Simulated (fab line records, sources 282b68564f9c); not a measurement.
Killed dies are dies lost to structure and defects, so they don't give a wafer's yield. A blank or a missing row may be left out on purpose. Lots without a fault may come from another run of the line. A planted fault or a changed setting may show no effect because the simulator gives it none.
Problem report in the 8D (eight disciplines) form, filled by code | flow rit_cmos | the parts of the form that need people (team, actions taken, sign-off) are left out

1. THE PROBLEM
spin_speed_rpm at RIT_NRETRO_COAT_01 reads a mean of 1920.9 rpm on 6 wafers of 2 lots; wafers without a fault read 1999.7 rpm with a standard deviation of 1.4. That is -56 standard deviations from the usual mean.
The step: resist thk 1300 nm.
First seen on wafer L538.1, day 4 06:18, on litho_track-03. The record holds 42 wafers of 14 lots with a number at this step. Rule for "out", or "out of limits": more than 4 standard deviations from the usual mean. The other wafers with a number count as sound.

2. WHAT IT IS AND WHAT IT IS NOT
question                    | is                     | is not
which readings at this step | spin_speed_rpm         | dispense_pressure_kPa, resist_line_temp_C
which lots                  | L538, L539             | L528, L529, L530, L531, L532, L536, L543, L544, L545, L548, L550, L551
which wafers of those lots  | all that have a number | -
read on which tools         | litho_track-03         | litho_track-02, litho_track-04
when                        | from day 4 06:18       | up to then (18 sound wafers); but 18 sound wafers of L543, L544, L545, L548, L550, L551 came after

3. SUSPECTS, AND WHAT RULES EACH OUT
Counting: a tool at a process step up to the reading stays a suspect if it ran every lot that is out and no sound lot after the first of them.
- litho_track-03 at RIT_NRETRO_COAT_01 (resist thk 1300 nm): kept. It ran every lot that is out, first L538 (day 4 06:18), and no sound lot after that; its last sound lot up to then is L532 (day 3 01:08). Its own readings are out on those wafers: spin_speed_rpm.
Left after counting: litho_track-03 at RIT_NRETRO_COAT_01.

4. THE CAUSE (what the simulator had put in)
Process parameter drift: litho_track-03, from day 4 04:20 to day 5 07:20, at RIT_NRETRO_COAT_01. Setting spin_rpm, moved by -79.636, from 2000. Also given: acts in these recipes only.
Counting left only this tool.

5. THE CHAIN OF EFFECTS, in route order
Each row: a reading whose mean over the struck wafers that have a number lies more than 3 standard deviations from the usual. Only readings for which the record gives a usual standard deviation are gone through. hours: the time from each lot's start at the first step in this table that gives one to its start at this step, as a median over the lots. sigmas: the change in usual standard deviations.
hours | step               | reading        | usual      | on struck wafers | change | sigmas
0     | RIT_NRETRO_COAT_01 | spin_speed_rpm | 1999.7 rpm | 1920.9           | -78.8  | -56
The process steps in it:
- RIT_NRETRO_COAT_01: resist thk 1300 nm.

6. WHAT WOULD HAVE CAUGHT IT SOONER
In this record the first reading out of limits was taken at day 4 06:18, 2 hours after the fault began at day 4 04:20.
